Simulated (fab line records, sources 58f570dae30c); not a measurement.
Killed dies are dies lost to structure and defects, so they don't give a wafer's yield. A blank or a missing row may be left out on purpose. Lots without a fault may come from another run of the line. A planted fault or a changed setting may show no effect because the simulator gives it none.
Which tool did it? | flow berkeley_cmos170 | 14 lots, 42 wafers sampled, at 3 steps of a route of 331

WHAT THE GAUGES READ, wafer by wafer
UCB170_SILICIDE_THK_MEAS_03: measures by xrf.
lot  | measured     | on            | SILICIDE_TI_THK (nm)
L493 | day 7 01:08  | film_metro-04 | 29.7 30.5 30.1
L495 | day 7 16:50  | film_metro-03 | 29.7 29.6 30.0
L498 | day 8 00:26  | film_metro-03 | 29.3 29.4 29.3
L499 | day 8 00:37  | film_metro-01 | 29.9 30.0 30.4
L497 | day 8 00:43  | film_metro-04 | 30.1 29.5 29.8
L503 | day 9 02:57  | film_metro-03 | 30.0 30.8 30.2
L505 | day 9 10:16  | film_metro-04 | 29.9 30.2 30.0
L506 | day 9 10:29  | film_metro-03 | 29.9 30.2 29.9
L508 | day 10 05:05 | film_metro-03 | 30.1 30.1 29.9
L511 | day 10 20:04 | film_metro-04 | 29.9 30.0 30.6
L513 | day 11 06:10 | film_metro-01 | 30.1 30.2 30.2
L516 | day 11 17:35 | film_metro-03 | 30.0 29.4 29.6
L514 | day 12 02:06 | film_metro-03 | 29.6 29.9 29.6
L515 | day 12 07:27 | film_metro-03 | 29.7 29.7 29.8

UCB170_M1_RS_MEAS_01: measures by four-point-probe.
lot  | measured     | on            | M1_AL_RS (ohm/sq)
L493 | day 7 08:04  | film_metro-01 | 0.0497 0.0488 0.0494
L495 | day 7 22:35  | film_metro-02 | 0.0484 0.0483 0.0491
L498 | day 8 07:33  | film_metro-01 | 0.0486 0.0482 0.0490
L499 | day 8 08:03  | film_metro-02 | 0.0486 0.0491 0.0488
L497 | day 8 07:47  | film_metro-01 | 0.0490 0.0484 0.0489
L503 | day 9 07:49  | film_metro-02 | 0.0474 0.0484 0.0485
L505 | day 9 17:47  | film_metro-04 | 0.0480 0.0484 0.0480
L506 | day 9 19:26  | film_metro-02 | 0.0478 0.0480 0.0489
L508 | day 10 12:34 | film_metro-02 | 0.0490 0.0480 0.0489
L511 | day 11 03:05 | film_metro-04 | 0.0487 0.0491 0.0489
L513 | day 11 12:03 | film_metro-01 | 0.0476 0.0486 0.0485
L516 | day 12 01:20 | film_metro-04 | 0.0487 0.0487 0.0488
L514 | day 12 07:23 | film_metro-04 | 0.0482 0.0488 0.0481
L515 | day 12 14:13 | film_metro-01 | 0.0491 0.0488 0.0489

WHICH TOOL RAN EACH LOT (tool, then ch and the chambers of the sampled wafers, then the start)
lot  | UCB170_CONTACT_STRIP_19
L493 | plasma_asher-02 ch 0,1, day 7 06:40
L495 | plasma_asher-01 ch 0,1, day 7 22:07
L498 | plasma_asher-03 ch 0,1, day 8 07:04
L499 | plasma_asher-02 ch 0,1, day 8 07:28
L497 | plasma_asher-01 ch 0,1, day 8 07:19
L503 | plasma_asher-02 ch 0,1, day 9 07:20
L505 | plasma_asher-01 ch 0,1, day 9 15:01
L506 | plasma_asher-03 ch 0,1, day 9 18:58
L508 | plasma_asher-02 ch 0,1, day 10 09:19
L511 | plasma_asher-03 ch 0,1, day 11 02:37
L513 | plasma_asher-02 ch 0,1, day 11 10:27
L516 | plasma_asher-02 ch 1, day 12 00:52
L514 | plasma_asher-03 ch 0,1, day 12 06:55
L515 | plasma_asher-01 ch 0,1, day 12 13:08
- UCB170_CONTACT_STRIP_19: strips in O2.

WHAT THE TOOLS THEMSELVES READ (means of the sampled wafers that have a number; where no wafer has one, the mark that the record gives instead)
UCB170_CONTACT_STRIP_19.
lot  | tool            | drypump_motor_current_A (A) | oes_product_au (a.u.)
L493 | plasma_asher-02 | 5.9                         | 0.722
L495 | plasma_asher-01 | 6.2                         | 0.727
L498 | plasma_asher-03 | 5.4                         | 0.721
L499 | plasma_asher-02 | 5.8                         | 0.724
L497 | plasma_asher-01 | 6.2                         | 0.726
L503 | plasma_asher-02 | 5.8                         | 0.725
L505 | plasma_asher-01 | 6.2                         | 0.724
L506 | plasma_asher-03 | 5.4                         | 0.723
L508 | plasma_asher-02 | 5.9                         | 0.726
L511 | plasma_asher-03 | 5.4                         | 0.725
L513 | plasma_asher-02 | 5.9                         | 0.725
L516 | plasma_asher-02 | 6.1                         | 0.725
L514 | plasma_asher-03 | 5.4                         | 0.727
L515 | plasma_asher-01 | 5.8                         | 0.727

THE ANSWER, worked out from the rows above alone
Rule: what is usual is taken from the lots themselves. Put in order of their means at a reading, lots are off if they are a third of the lots or fewer, leave a main group of 4 or more, and stand apart from it by a gap of 3 or more times the standard deviation of the main group's means; of several such gaps the widest counts. A main group whose means are all the same, to the digits that the tables above print for the reading, isn't used. A lot without any number at a reading at which 4 lots or more have one is off too. The other lots that the step has rows for count as sound. The gauges are gone through in route order, then the tools' own readings, and for those a lot's mean is taken as printed above. The first step at which some lot is off is used, and at that step the reading that is off furthest; a lot without a number counts as furthest.
No lot is off at any reading shown: from this, nothing can be told.

WHAT THE SIMULATOR HAD PUT IN
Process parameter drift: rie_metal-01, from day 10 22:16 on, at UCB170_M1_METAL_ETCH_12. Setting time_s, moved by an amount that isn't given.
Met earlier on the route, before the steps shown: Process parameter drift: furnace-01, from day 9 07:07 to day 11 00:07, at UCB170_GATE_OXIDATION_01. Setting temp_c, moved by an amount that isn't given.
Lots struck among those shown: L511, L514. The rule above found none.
